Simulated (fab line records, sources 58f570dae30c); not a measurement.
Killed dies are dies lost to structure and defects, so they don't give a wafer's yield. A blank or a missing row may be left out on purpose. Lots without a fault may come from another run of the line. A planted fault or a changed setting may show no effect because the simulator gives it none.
One fault seen from 2 desks | flow berkeley_cmos170 | each desk has only its own numbers; what lay behind them comes last

THE TOOL OWNER'S DESK: implanter-03
The tool's own readings at UCB170_PSD_IMPLANT_08: means of the sampled wafers that have a number, for each lot that ran on this tool. A lot is out of limits, marked OUT, if its mean lies more than 4 standard deviations from the usual mean; the brackets give that distance.
Columns: A = beam_energy_keV at UCB170_PSD_IMPLANT_08, usual 20.000
lot  | first seen here | A
L594 | day 8 02:22     | 20.002
L598 | day 8 08:55     | 20.196 (+29) OUT
L599 | day 8 22:22     | 20.192 (+29) OUT
This desk's finding: out of limits on L598, L599; first on L598, day 8 08:55 (beam_energy_keV at UCB170_PSD_IMPLANT_08). In limits: L594.

THE METROLOGY DESK
What the gauges read, lot by lot, whatever tool the lot ran on: means of the sampled wafers that have a number. A lot is out of limits, marked OUT, if its mean lies more than 4 standard deviations from the usual mean; the brackets give that distance.
Columns: A = SPACER_TEOS_THK at UCB170_SPACER_THK_MEAS_01, usual 376 nm; B = cd_nm at UCB170_PSD_CD_MEAS_06, usual 1199.8 nm; C = PSD_OVL at UCB170_PSD_OVL_MEAS_07, usual 0 nm
lot  | first seen here | A   | B      | C
L594 | day 7 19:29     | 371 | 1200.8 | -3
L598 | day 8 03:41     | 375 | 1199.3 | 1
L599 | day 8 15:40     | 378 | 1201.6 | 2
L606 | day 10 05:04    | 374 | 1199.8 | -5
L611 | day 10 20:07    | 374 | 1200.7 | -4
L610 | day 11 05:04    | 376 | 1200.4 | 2
This desk's finding: nothing out of limits on any of the 6 lots.

PUT TOGETHER
The tool owner's desk could have raised an alarm at day 8 08:55, on L598, L599.
The metrology desk saw nothing out of limits.
The metrology desk has L598, L599 on record, within its limits.
Of the lots named, all ran UCB170_PSD_IMPLANT_08 on implanter-03.

WHAT THE SIMULATOR HAD PUT IN
Process parameter drift: implanter-03, from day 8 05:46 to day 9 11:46, at UCB170_PSD_IMPLANT_08. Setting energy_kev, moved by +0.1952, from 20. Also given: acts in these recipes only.
Lots struck among those shown: L598, L599.
Hours from the fault's start to each desk's first reading out of limits: the tool owner's desk, 3.
